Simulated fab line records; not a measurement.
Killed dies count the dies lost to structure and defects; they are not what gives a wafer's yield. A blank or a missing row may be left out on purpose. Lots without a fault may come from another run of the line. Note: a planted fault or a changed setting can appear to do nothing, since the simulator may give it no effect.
Code-filled problem report in 8D (eight disciplines) form || flow berkeley_cmos170 || the parts of the form that need people (team, actions taken, sign-off) are left out

## 1. PROBLEM STATEMENT
Mean M1_AL_RS at UCB170_M1_RS_MEAS_01: 0.0428 ohm/sq over 6 wafers in 2 lots; fault-free wafers: 0.0487 ohm/sq, standard deviation 0.00052. Measured from the usual mean, that is -11 standard deviations.
The step: measures by four-point-probe.
Seen first at day 9 04:16 on film_metro-01, wafer L284.4. The record has a number at this step for 42 wafers belonging to 14 lots. Rule for "out" (also "out of limits"): further than 4 standard deviations from the usual mean. The other wafers with a number count as sound.

## 2. WHAT IT IS; WHAT IT IS NOT
{"question": "which readings at this step", "is": "M1_AL_RS", "is not": "-"}
{"question": "which lots", "is": "L284, L286", "is not": "L277, L279, L280, L282, L289, L291, L292, L293, L296, L297, L298, L299"}
{"question": "which wafers of those lots", "is": "all that have a number", "is not": "-"}
{"question": "read on which gauges", "is": "film_metro-01, film_metro-04", "is not": "film_metro-03"}
{"question": "when", "is": "from day 9 04:16", "is not": "up to then (12 sound wafers); but 24 sound wafers of L289, L291, L292, L293, L296, L297, L298, L299 came after"}

## 3. SUSPECTS, AND WHAT RULES EACH OUT
Counting: a tool stays on the suspect list if, at a process step up to the reading, it processed all lots that are out and no sound lot following the first of them.
- the gauge at UCB170_M1_RS_MEAS_01: ruled out. 2 gauges (film_metro-01, film_metro-04) read the wafers that are out.
- rtp_anneal-02 at UCB170_SILICIDE_RTA_04 (time 15 s): ruled out as a lasting fault. After its first lot that is out, L284 (day 8 23:17), sound lots L291, L292, L297, L299 ran on it.
- pvd_sputter-01 at UCB170_M1_SPUTTER_00 (material Al, target thk 600 nm, time 80 s): ruled out as a lasting fault. After its first lot that is out, L284 (day 9 04:08), sound lots L299 ran on it.
Left after counting: nothing in the record.

## 4. THE CAUSE (what the simulator had put in)
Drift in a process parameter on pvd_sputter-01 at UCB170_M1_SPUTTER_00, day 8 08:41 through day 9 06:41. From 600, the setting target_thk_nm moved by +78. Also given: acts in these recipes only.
Counting ruled it out, wrongly: the rule takes a fault to strike every lot that its tool runs from its start on, and this one did not.

## 5. THE EFFECT CHAIN, in route order
Rows list readings where the struck wafers' mean (over those with a number) sits beyond 3 standard deviations from the usual. Readings are gone through only where the record gives a usual standard deviation; hours: the median, over the lots, of the time from a lot's start at the first step in this table giving one to that lot's start at this step; sigmas: the change measured in usual standard deviations.
{"hours": 0, "step": "UCB170_M1_RS_MEAS_01", "reading": "M1_AL_RS", "usual": "0.0487 ohm/sq", "on struck wafers": 0.0428, "change": -0.0059, "sigmas": -11}
{"hours": 0, "step": "UCB170_M1_THK_MEAS_02", "reading": "M1_AL_THK", "usual": "595 nm", "on struck wafers": 677, "change": "+82", "sigmas": "+13"}
{"hours": 2, "step": "UCB170_M1_METAL_ETCH_12", "reading": "oes_product_au", "usual": "0.858 a.u.", "on struck wafers": 0.935, "change": "+0.077", "sigmas": "+4.5"}
Here are the process steps it includes:
- UCB170_M1_METAL_ETCH_12: etches Al in Cl2/BCl3, stops on PSG, target depth 780 nm, time 130 s.
Later measuring or inspecting steps at which every struck wafer that the step has a row for has a number for every such reading, and none has moved that far: UCB170_V1_CD_MEAS_12.

## 6. WHAT WOULD HAVE CAUGHT IT SOONER
In this record the first reading out of limits at a measuring or inspecting step was taken at day 9 04:16, 20 hours after the fault began at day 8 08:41.
Of the tool readings at UCB170_M1_SPUTTER_00 for which the record gives a usual standard deviation, none was out on any struck wafer, so an alarm limit of 4 standard deviations on them would not have fired.
